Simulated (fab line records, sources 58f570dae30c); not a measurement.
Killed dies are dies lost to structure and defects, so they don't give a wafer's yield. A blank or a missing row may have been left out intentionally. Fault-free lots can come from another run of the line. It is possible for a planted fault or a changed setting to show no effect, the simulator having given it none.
One fault seen from 2 desks ; flow berkeley-cmos170 ; every desk sees just its own numbers, and what lay behind them comes last

AT THE METROLOGY DESK
Lot by lot, what the gauges showed, no matter which tool ran the lot: averages of those sampled wafers that carry a number. Marked OUT: a lot whose mean sits more than 4 standard deviations from the usual mean, which makes it out of limits; the brackets give that distance.
Columns: A = CONTACT_OVL at UCB170_CONTACT_OVL_MEAS_16, usual 1 nm
lot;first seen here;A
L871;day 6 22:14;-2
L874;day 7 06:23;0
L873;day 7 06:40;-3
L872;day 7 08:17;8
L876;day 8 00:04;-2
L878;day 8 17:13;-0
L880;day 9 03:35;1
L882;day 9 05:32;-3
L887;day 10 09:31;-2
L885;day 10 12:16;4
L888;day 10 12:31;-2
L890;day 11 07:59;12
L891;day 11 17:46;-1
L893;day 12 03:15;-2
Finding of this desk: none of the 14 lots has anything out of limits.

FOR THE TOOL OWNER'S DESK: rie-diel-04
The tool's own readings at UCB170_V2_ETCH_14 (etches SiO2 in CHF3/CF4/Ar, stops on Al, target depth 1250 nm, time 291 s): means of the sampled wafers that have a number, for each lot that ran on this tool. Marked OUT: a lot whose mean sits more than 4 standard deviations from the usual mean, which makes it out of limits; the brackets give that distance.
Columns: A = drypump-motor-current-A at UCB170_V2_ETCH_14, usual 5.3 A; B = oes-product-au at UCB170_V2_ETCH_14, usual 0.868 a.u.; C = throttle-valve-pct at UCB170_V2_ETCH_14, usual 6.98 %
lot;first seen here;A;B;C
L874;day 7 21:43;5.2;0.862;7.02
L872;day 7 22:41;5.2;0.859;7.02
L876;day 8 13:34;5.4;0.864;6.94
L880;day 9 19:04;5.6;0.862;6.86
L882;day 9 20:05;5.6;0.878;6.86
Finding of this desk: none of the 5 lots has anything out of limits.

BROUGHT TOGETHER
From the metrology desk's view, nothing was out of limits.
The tool owner's desk saw nothing out of limits.

WHAT THE SIMULATOR HAD INSERTED
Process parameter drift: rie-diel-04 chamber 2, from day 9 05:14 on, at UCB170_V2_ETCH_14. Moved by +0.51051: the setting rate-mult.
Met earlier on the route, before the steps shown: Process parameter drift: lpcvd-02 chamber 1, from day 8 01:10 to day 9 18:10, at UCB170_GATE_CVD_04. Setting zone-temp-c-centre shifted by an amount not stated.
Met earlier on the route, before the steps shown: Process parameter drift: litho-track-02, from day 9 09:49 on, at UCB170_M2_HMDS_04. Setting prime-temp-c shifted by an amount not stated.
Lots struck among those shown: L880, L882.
